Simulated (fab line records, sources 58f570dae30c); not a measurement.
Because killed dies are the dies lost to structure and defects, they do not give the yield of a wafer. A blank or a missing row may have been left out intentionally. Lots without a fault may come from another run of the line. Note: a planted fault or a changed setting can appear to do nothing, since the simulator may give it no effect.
2 desks, one fault :: flow berkeley_cmos170 :: what lay behind the numbers comes last; until then each desk has only its own

TOOL OWNER'S DESK, pvd_sputter-01
The tool's own readings at UCB170_SILICIDE_SPUTTER_01 (material Ti, target thk 30 nm, time 25 s): means of the sampled wafers that have a number, for each lot that ran on this tool. Any lot whose mean is over 4 standard deviations away from the usual mean is out of limits and marked OUT; that distance is given in the brackets.
Columns: A = throttle_valve_pct at UCB170_SILICIDE_SPUTTER_01, usual 30.4 %
lot: L199
first seen here: day 6 17:55
A: 30.1

lot: L203
first seen here: day 7 21:43
A: 31.1

lot: L208
first seen here: day 8 19:40
A: 30.5

lot: L205
first seen here: day 8 20:14
A: 31.0

lot: L210
first seen here: day 9 14:44
A: 30.6

lot: L216
first seen here: day 10 23:23
A: 31.2
Finding of this desk: none of the 6 lots has anything out of limits.

FROM THE METROLOGY DESK
Means of the sampled wafers that have a number, per lot and without regard to the tool the lot ran on: this is what the gauges read. Any lot whose mean is over 4 standard deviations away from the usual mean is out of limits and marked OUT; that distance is given in the brackets.
Columns: A = NSD_TW at UCB170_NSD_TW_MEAS_10, usual 4191; B = SILICIDE_TI_RS at UCB170_SILICIDE_RS_MEAS_02, usual 26.1 ohm/sq; C = SILICIDE_TI_THK at UCB170_SILICIDE_THK_MEAS_03, usual 29.9 nm
lot: L199
first seen here: day 6 16:14
A: 4226
B: 26.5
C: 29.4

lot: L198
first seen here: day 6 16:29
A: 4285
B: 25.6
C: 30.2

lot: L201
first seen here: day 7 00:33
A: 4271
B: 25.7
C: 30.5

lot: L203
first seen here: day 7 20:05
A: 4297
B: 26.1
C: 29.7

lot: L204
first seen here: day 8 08:47
A: 4112
B: 26.2
C: 29.9

lot: L208
first seen here: day 8 17:53
A: 4125
B: 26.5
C: 29.6

lot: L206
first seen here: day 8 18:10
A: 4118
B: 25.6
C: 30.2

lot: L207
first seen here: day 8 18:18
A: 4230
B: 26.3
C: 29.7

lot: L205
first seen here: day 8 18:28
A: 4261
B: 26.1
C: 29.9

lot: L210
first seen here: day 9 13:00
A: 4202
B: 25.9
C: 30.2

lot: L212
first seen here: day 9 23:57
A: 4104
B: 25.9
C: 30.0

lot: L216
first seen here: day 10 21:41
A: 4124
B: 28.6 (+7.2) OUT
C: 28.1 (-4.9) OUT

lot: L215
first seen here: day 10 21:57
A: 4248
B: 25.7
C: 30.3
This desk's result: L216 out of limits, first on L216 (SILICIDE_TI_RS at UCB170_SILICIDE_RS_MEAS_02), day 10 23:30. L199, L198, L201, L203, L204, L208, L206, L207, L205, L210, L212, L215: within limits.

ALL TOGETHER
Metrology desk: alarm possible at day 10 23:30 on L216.
The desk of the tool owner found nothing out of limits.
On record at the tool owner's desk: L216, within its limits.
The lots listed all ran UCB170_SILICIDE_SPUTTER_01 on pvd_sputter-01.

WHAT THE SIMULATOR PUT IN
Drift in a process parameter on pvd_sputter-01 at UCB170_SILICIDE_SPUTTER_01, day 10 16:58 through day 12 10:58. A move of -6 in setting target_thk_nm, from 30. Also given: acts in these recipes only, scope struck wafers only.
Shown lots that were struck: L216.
Delay in hours, fault start to first out-of-limits reading, per desk: metrology desk 7.
